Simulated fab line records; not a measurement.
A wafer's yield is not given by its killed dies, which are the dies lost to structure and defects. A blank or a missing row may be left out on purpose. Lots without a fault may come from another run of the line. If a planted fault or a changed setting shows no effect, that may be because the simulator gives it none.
Lot-split experiment | flow rit_cmos | route with 202 steps; 5 lots, 23 wafers read

## THE SPLIT ITSELF
At RIT_CONTACT_COAT_03 (resist thk 1000 nm), the setting spin_rpm was moved away from the recipe's 3250 rpm on 5 of the 23 wafers read, by +2.6% to +6.3%. This setting was run at the recipe's value on the other wafers.

## FROM THE SPLIT TO THE READING: what the file shows between them, 2 steps
- RIT_CONTACT_SOFTBAKE_04: time 60 s
- RIT_CONTACT_EXPOSE_05: exposes mask M11, target cd 1000 nm

## THE READING
NOVOLAK_of_CONTACT_COAT_03.thk_nm (the simulator's own value, which no gauge read), in nm, at RIT_CONTACT_HARDBAKE_10 (time 60 s). The file does not state a usual value for it. Average 884.2 nm, standard deviation 2.6 nm, over the 18 wafers here run with the recipe.

wafer  | tool, chamber at the split | spin_rpm as run, rpm | against the recipe | NOVOLAK_of_CONTACT_COAT_03.thk_nm, nm | against lot-mates on the recipe
L077.4 | litho_track-01, 0          | 3250                 | recipe             | 887.4                                 | -
L077.5 | litho_track-01, 0          | 3250                 | recipe             | 885.2                                 | -
L077.6 | litho_track-01, 0          | 3250                 | recipe             | 886.8                                 | -
L082.1 | litho_track-02, 0          | 3250                 | recipe             | 883.5                                 | -
L082.2 | litho_track-02, 0          | 3250                 | recipe             | 879.9                                 | -
L082.3 | litho_track-02, 0          | 3250                 | recipe             | 880.1                                 | -
L082.4 | litho_track-02, 0          | 3250                 | recipe             | 881.2                                 | -
L082.6 | litho_track-02, 0          | 3250                 | recipe             | 882.9                                 | -
L083.2 | litho_track-03, 0          | 3250                 | recipe             | 888.9                                 | -
L083.3 | litho_track-03, 0          | 3455                 | +6.3%              | 864.4                                 | -23.6
L083.6 | litho_track-03, 0          | 3455                 | +6.3%              | 864.4                                 | -23.6
L083.4 | litho_track-03, 0          | 3455                 | +6.3%              | 863                                   | -25.0
L083.5 | litho_track-03, 0          | 3250                 | recipe             | 887                                   | -
L084.1 | litho_track-03, 0          | 3250                 | recipe             | 885.9                                 | -
L084.2 | litho_track-03, 0          | 3334                 | +2.6%              | 873.9                                 | -11.8
L084.3 | litho_track-03, 0          | 3250                 | recipe             | 884.6                                 | -
L084.5 | litho_track-03, 0          | 3250                 | recipe             | 886.7                                 | -
L084.6 | litho_track-03, 0          | 3334                 | +2.6%              | 871.4                                 | -14.3
L085.1 | litho_track-02, 0          | 3250                 | recipe             | 882.1                                 | -
L085.3 | litho_track-02, 0          | 3250                 | recipe             | 883.2                                 | -
L085.4 | litho_track-02, 0          | 3250                 | recipe             | 882.5                                 | -
L085.5 | litho_track-02, 0          | 3250                 | recipe             | 881.9                                 | -
L085.6 | litho_track-02, 0          | 3250                 | recipe             | 885.3                                 | -

FIT RESULTS
A straight line over all 23 wafers: NOVOLAK_of_CONTACT_COAT_03.thk_nm changes by -3.3 nm for each +1% of spin_rpm; r = -0.94; the points scatter about the line by 2.6 nm.
The same after taking each lot's own level away (the mean of its wafers on the recipe; 23 wafers): -3.9 nm for each +1%; r = -0.99; scatter 1.5 nm.
On that fit, the largest move of spin_rpm shifts the reading by 25 nm.
From 881.52 to 887.95 nm: that is the span of the lots' own levels, equal to 2.5 times the standard deviation above.
Hence the slope depends on the lot-to-lot level, as the two fits are not the same.
Check: -25.3 nm against its lot-mates is what the line predicts for one of the wafers moved furthest among these (+6.3%) when that wafer is left out of the fit. It came out at -23.6 nm against them.

## FURTHER SPLITS ON THESE WAFERS
These wafers also went through other splits before the reading. Each is held against what the fit with the lots' levels taken away leaves over:
other split on the same wafers | wafers away from the commonest value | r with NOVOLAK_of_CONTACT_COAT_03.thk_nm (lot level and that fit taken away)
RIT_SDANNEAL_RTA_03 time_s     | 8                                    | -0.36

## THE WHOLE CHAIN: every reading that the file lists as answering this split, in the file's order
step                    | what it does       | reading                                                                            | change (the file's fit)              | r (the file's)
RIT_CONTACT_COAT_03     | resist thk 1000 nm | NOVOLAK_of_CONTACT_COAT_03.thk_nm (the simulator's own value, which no gauge read) | -4.56 nm for each +1% of the setting | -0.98
RIT_CONTACT_HARDBAKE_10 | time 60 s          | NOVOLAK_of_CONTACT_COAT_03.thk_nm (the simulator's own value, which no gauge read) | -3.99 nm for each +1% of the setting | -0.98

## THE FILE'S OWN FIT
NOVOLAK_of_CONTACT_COAT_03.thk_nm changes by -3.99 nm for each +1% of spin_rpm, r = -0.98.
